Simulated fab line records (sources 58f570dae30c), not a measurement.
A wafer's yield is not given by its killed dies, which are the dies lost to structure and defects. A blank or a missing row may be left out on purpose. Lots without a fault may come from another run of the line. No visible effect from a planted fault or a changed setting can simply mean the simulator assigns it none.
fab line records | flow berkeleyCmos170
record lots=6 wafers=18 lastDay=11
route steps=331 shown START@1 ZERO@6
lots with no fault: from the same line, run without faults
startH: hours from the record's first day to the start of the lot's first wafer shown | waitH: hours elapsed since this lot's preceding step | " identical to the entry in the row above | L1.1+2: one row covering several wafers at once | - no value, or no start given | * or withheld: withheld | < > ~ a bound
route shown NAME@n: names a module that has steps shown in the file, with the first one's number in the route | usual: average and standard deviation across the fault-free wafers | same: alike in all rows | chamber/n: place in a boat | sites: per-site readings | _std_site: the values' standard deviation | _edge_site: inner sites' mean taken away from outer sites' mean | radiusMm: for every site, how far away it sits from the centre of the wafer | mask NAME#n: copy n | behind: the last tool/chamber to shape the wafer | hold: reason for holding the lot/hours on hold/outcome of the hold | device: the n, p or np transistor that did not switch | end of line: the route-end tests of the same wafers | a step with no rows: only its recipe | killed: count of dies lost to structure and defects at first sort (not the wafer's yield) | map: a wafer's dies, marking killed ones x, the rest . and places with no die _
set.NAME: the run value of the setting; set.NAME@STEP: its run value at that earlier step | model.NAME: the simulator's own value behind a step, which no gauge read
certain route steps with their lots: each step a table, each wafer a row
services: the hour from which a tool's chamber was out of use, counted from the record's first day as startH (under 0 if before that day), plus the number of hours and why
## steps
# step UCB170_START_BOW_MEAS_00
# recipe mode=bow
# usual INCOMING_BOW=-1/6.6
# columns lot.wafer tool chamber startH waitH INCOMING_BOW[um]
L130.1 filmMetro-02 - 30.00 - -2
L130.3 " - " " 3
L130.4 " - " " -5
L143.2 filmMetro-02 - 95.02 - 2
L143.5 " - " " 1
L143.6 " - " " 1
L145.3 filmMetro-03 - 105.04 - -6
L145.5 " - " " -4
L145.6 " - " " -8
L146.3 filmMetro-02 - 110.04 - -3
L146.5 " - " " 5
L146.6 " - " " 3
L148.2 filmMetro-03 - 120.02 - -6
L148.4 " - " " 1
L148.5 " - " " 3
L149.1 filmMetro-02 - 125.00 - -12
L149.4 " - " " -17
L149.5 " - " " 5
# step UCB170_START_CLEAN_01
# recipe chemistry=dHF dilution=25:1 timeS=60
# step UCB170_START_OXIDATION_02
# recipe tempC=950 ambient=O2 targetThkA=200 oxTimeS=1885
# step UCB170_START_THK_MEAS_03
# recipe reads=SiO2_of_START_OXIDATION_02
# usual START_OXIDE_THK=20.7/0.38
# columns lot.wafer tool chamber startH waitH START_OXIDE_THK[nm]
L130.1 filmMetro-02 - 33.43 0.0 20.5
L130.3 " - " " 20.5
L130.4 " - " " 20.5
L143.2 filmMetro-02 - 99.56 0.0 20.4
L143.5 " - " " 20.7
L143.6 " - " " 20.4
L145.3 filmMetro-03 - 108.55 0.0 20.6
L145.5 " - " " 20.8
L145.6 " - " " 20.9
L146.3 filmMetro-02 - 114.72 0.0 20.9
L146.5 " - " " 21.4
L146.6 " - " " 21.1
L148.2 filmMetro-03 - 123.47 0.0 20.8
L148.4 " - " " 21.1
L148.5 " - " " 21.0
L149.1 filmMetro-03 - 128.06 0.0 20.3
L149.4 " - " " 20.1
L149.5 " - " " 20.0
# step UCB170_START_ANNEAL_04
# recipe tempC=950 timeS=1200 ambient=N2
# step UCB170_ZERO_HMDS_00
# recipe primeTimeS=60 primeTempC=100
# step UCB170_ZERO_COAT_01
# recipe resist=KrF spinRpm=1500 resistThkNm=900
# step UCB170_ZERO_SOFTBAKE_02
# recipe resist=KrF tempC=130 timeS=60
# step UCB170_ZERO_EXPOSE_03
# recipe maskId=PM_MARKS na=0.5 sigmaOuter=0.6 sourceShape=conventional targetCdNm=4000 doseMj=30
# step UCB170_ZERO_PEB_04
# recipe pebTempC=130 pebTimeS=withheld resist=KrF
# step UCB170_ZERO_DEVELOP_05
# recipe developer=TMAH developTimeS=45 resist=KrF devTempC=21
# step UCB170_ZERO_ETCH_06
# recipe chemistry=CHF3/CF4/Ar target=SiO2 timeS=12 pressureMtorr=100 rfW=500 CHF3_flow_sccm=50 cf4FlowSccm=10 Ar_flow_sccm=120 overEtchFrac=1.58
# usual CHF3_flow_sccm=49.99/0.18 cf4FlowSccm=10.00/0.034 chamberPressureMTorr=100.00/0.089 drypumpMotorCurrentA=5.9/0.58 oesProductAu=0.614/0.01 throttleValvePct=9.23/0.12
# columns lot.wafer tool chamber startH waitH CHF3_flow_sccm cf4FlowSccm chamberPressureMTorr drypumpMotorCurrentA oesProductAu rfHoursCounterH throttleValvePct
L130.1 rieDiel-01 2 38.84 - 50.14 10.00 100.03 6.7 0.630 90 9.25
L130.3 " 1 " " 49.62 9.97 99.93 5.6 0.609 106 9.18
L130.4 " 0 " " 49.90 9.99 99.95 6.3 0.602 18 9.04
L143.2 rieDiel-02 2 103.89 - 49.98 10.00 99.94 6.5 0.611 103 9.28
L143.5 " 0 " " 49.73 10.05 100.10 4.7 0.608 - 9.44
L143.6 " 3 " " 49.89 9.99 100.09 6.0 0.627 - 9.34
L145.3 rieDiel-04 3 113.41 - - - - - - - -
L145.5 " 3 " " - - - - - - -
L145.6 " 0 " " - - - - - - -
L146.3 rieDiel-04 3 120.47 - - - - - - - -
L146.5 " 1 " " - - - - - - -
L146.6 " 0 " " - - - - - - -
L148.2 rieDiel-04 3 127.11 - 50.20 9.93 99.99 5.7 0.627 133 9.15
L148.4 " 1 " " 49.95 10.01 99.98 5.6 0.606 68 9.27
L148.5 " 0 " " 49.73 9.97 100.14 6.4 0.621 - 9.13
L149.1 rieDiel-01 0 132.81 - 50.16 10.00 99.98 6.3 0.606 21 9.04
L149.4 " 3 " " 49.83 10.00 99.92 5.8 0.601 44 9.22
L149.5 " 0 " " 49.87 10.03 99.98 6.3 0.607 - 9.05
# step UCB170_ZERO_STRIP_07
# recipe chemistry=O2 powerW=400 pressureMtorr=3500 platenTempC=withheld o2FlowSccm=400 overashFraction=0.5
# usual chamberPressureMTorr=3500/3.5 drypumpMotorCurrentA=5.53/0.3 oesProductAu=0.727/0.0046 stripTimeToEndpointS=21.48/0.058
# columns lot.wafer tool chamber startH waitH chamberPressureMTorr drypumpMotorCurrentA oesProductAu rfHoursCounterH stripTimeToEndpointS
L130.1 plasmaAsher-02 0 38.87 0.0 3500 5.90 0.733 33 21.46
L130.3 " 0 " " 3500 5.90 0.718 - 21.51
L130.4 " 1 " " 3498 5.78 0.725 - 21.52
L143.2 plasmaAsher-01 1 103.91 0.0 3501 5.56 0.732 38 21.49
L143.5 " 1 " " 3496 5.58 0.733 - 21.44
L143.6 " 0 " " 3506 5.07 0.731 - 21.46
L145.3 plasmaAsher-02 0 113.47 0.0 3500 5.89 0.739 - 21.67
L145.5 " 1 " " 3505 5.78 0.730 - 21.65
L145.6 " 0 " " 3503 5.90 0.744 - 21.66
L146.3 plasmaAsher-02 1 120.53 0.0 3499 5.80 0.733 - 21.64
L146.5 " 1 " " 3494 5.83 0.741 - 21.66
L146.6 " 0 " " 3503 5.88 0.733 - 21.55
L148.2 plasmaAsher-03 0 127.14 0.0 3498 5.82 0.728 34 21.39
L148.4 " 1 " " 3505 5.52 0.726 - 21.44
L148.5 " 0 " " 3504 5.80 0.728 - 21.40
L149.1 plasmaAsher-03 1 132.84 0.0 3505 5.56 0.729 35 21.51
L149.4 " 0 " " 3503 5.80 0.724 - 21.57
L149.5 " 1 " " 3503 5.56 0.728 - 21.62
## services
# columns tool chamber startH hours kind
rieDiel-02 2 44.14 3.4 repair
rieDiel-01 3 60.63 3.5 repair
rieDiel-04 0 64.91 2.9 repair
rieDiel-04 - 69.05 1.8 repair
rieDiel-02 0 74.18 5.0 repair
rieDiel-02 3 75.52 3.1 repair
plasmaAsher-02 - 86.70 4.2 repair
rieDiel-02 1 88.98 7.7 repair
rieDiel-02 1 106.04 5.4 repair
plasmaAsher-01 - 108.75 9.0 pm
plasmaAsher-01 0 108.75 9.0 ventCycle
plasmaAsher-01 1 108.75 9.0 ventCycle
plasmaAsher-03 - 110.45 9.6 repair
rieDiel-02 0 114.10 4.0 repair
plasmaAsher-01 0 117.75 - clean
plasmaAsher-01 1 117.75 - clean
plasmaAsher-02 - 125.12 7.6 repair
plasmaAsher-01 - 130.21 9.0 repair
## key
firstSign step=UCB170_ZERO_ETCH_06 reading=toolRecord direction=missing
effect step=UCB170_ZERO_STRIP_07 reading=stripTimeToEndpointS direction=up sigmas=2.8 usual=* struck=*
metAt UCB170_ZERO_ETCH_06
struckWafers L145.3,L145.5,L145.6,L146.3,L146.5,L146.6
laterRowsLeftOut L145.3,L145.5,L145.6,L146.3,L146.5,L146.6
sortLeftOut L145.3,L145.5,L145.6,L146.3,L146.5,L146.6
testerLeftOut L145,L146
fault kind=skippedStepWhole tool=rieDiel-04 chamber=- onsetH=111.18 steps=UCB170_ZERO_ETCH_06 scope=struckLotsOnly
# testerLeftOut: of these lots the tester's yield and bins aren't shown, on N5 and GAA mostly nor the transistor test; their killed dies are dies lost to structure and defects alone, not to doping, threshold or leakage, so they don't give the yield
# sortLeftOut: the simulated sort isn't trusted on such a fault, so these wafers' sort isn't shown, and their yield isn't known
# laterRowsLeftOut: the simulator's readings of these wafers behind a module that went badly wrong aren't trusted and aren't shown, but for the sort
